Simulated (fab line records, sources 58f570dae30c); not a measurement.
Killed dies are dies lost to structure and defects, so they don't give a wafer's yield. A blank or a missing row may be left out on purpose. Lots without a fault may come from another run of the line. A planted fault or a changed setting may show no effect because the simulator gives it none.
Which tool did it? | flow berkeley_cmos170 | 15 lots, 45 wafers sampled, at 2 steps of a route of 331

WHAT THE GAUGES READ, wafer by wafer
UCB170_PWELL_THK_MEAS_03. Usual: PWELL_OXIDE_THK 26.5 nm, standard deviation 0.49.
lot  | measured    | on            | PWELL_OXIDE_THK (nm) | flag
L312 | day 2 22:05 | film_metro-03 | 26.4 26.5 26.4       |
L313 | day 3 04:59 | film_metro-03 | 26.0 26.2 25.8       |
L315 | day 3 13:01 | film_metro-02 | 26.9 26.8 26.9       |
L316 | day 4 00:34 | film_metro-01 | 26.4 26.6 26.9       |
L317 | day 4 04:44 | film_metro-01 | 27.4 26.9 27.0       |
L318 | day 4 04:44 | film_metro-03 | 26.7 27.6 27.3       |
L319 | day 4 13:07 | film_metro-02 | 27.0 27.0 27.0       |
L321 | day 4 18:09 | film_metro-03 | 25.1 25.1 25.2       |
L323 | day 5 09:23 | film_metro-02 | 39.2 39.9 39.1       | OFF
L324 | day 5 06:47 | film_metro-03 | 26.3 26.2 26.2       |
L325 | day 5 19:10 | film_metro-01 | 39.0 39.4 38.7       | OFF
L326 | day 5 16:35 | film_metro-01 | 26.4 26.2 26.4       |
L330 | day 6 15:44 | film_metro-03 | 26.9 26.7 27.0       |
L333 | day 7 06:52 | film_metro-03 | 40.2 39.5 39.7       | OFF
L335 | day 8 04:34 | film_metro-01 | 26.9 27.1 27.1       |

WHICH TOOL RAN EACH LOT (tool, then ch and the chambers of the sampled wafers, then the start)
lot  | UCB170_PWELL_OXIDATION_02
L312 | furnace-04 ch 0, day 2 20:44
L313 | furnace-04 ch 0, day 3 03:37
L315 | furnace-04 ch 0, day 3 11:40
L316 | furnace-01 ch 0, day 3 23:12
L317 | furnace-01 ch 0, day 4 03:23
L318 | furnace-01 ch 0, day 4 03:23
L319 | furnace-01 ch 0, day 4 11:44
L321 | furnace-04 ch 0, day 4 16:48
L323 | furnace-01 ch 0, day 5 05:26
L324 | furnace-01 ch 0, day 5 05:26
L325 | furnace-02 ch 0, day 5 15:08
L326 | furnace-02 ch 0, day 5 15:08
L330 | furnace-02 ch 0, day 6 14:22
L333 | furnace-01 ch 0, day 7 02:49
L335 | furnace-04 ch 0, day 8 03:13
- UCB170_PWELL_OXIDATION_02: target thk 26.4 nm, ox time 1260 s.

WHAT THE TOOLS THEMSELVES READ (means of the sampled wafers that have a number; where no wafer has one, the mark that the record gives instead)
The record holds no such reading with a usual standard deviation.

THE ANSWER, worked out from the rows above alone
Rule: a lot is off if the mean of its wafers that have a number lies more than 3 standard deviations from the usual mean. A lot without any number at a reading at which 4 lots or more have one is off too. The other lots that the step has rows for count as sound. The gauges are gone through in route order, then the tools' own readings, and for those a lot's mean is taken as printed above. The first step at which some lot is off is used, and at that step the reading that is off furthest; a lot without a number counts as furthest.
Off: L323, L325, L333, at UCB170_PWELL_THK_MEAS_03 (PWELL_OXIDE_THK).
A tool fits if, at a process step before that reading, it ran every lot that is off, and no sound lot after the first of them. The gauges at UCB170_PWELL_THK_MEAS_03 are tried like those tools. None of those tried fits.

WHAT THE SIMULATOR HAD PUT IN
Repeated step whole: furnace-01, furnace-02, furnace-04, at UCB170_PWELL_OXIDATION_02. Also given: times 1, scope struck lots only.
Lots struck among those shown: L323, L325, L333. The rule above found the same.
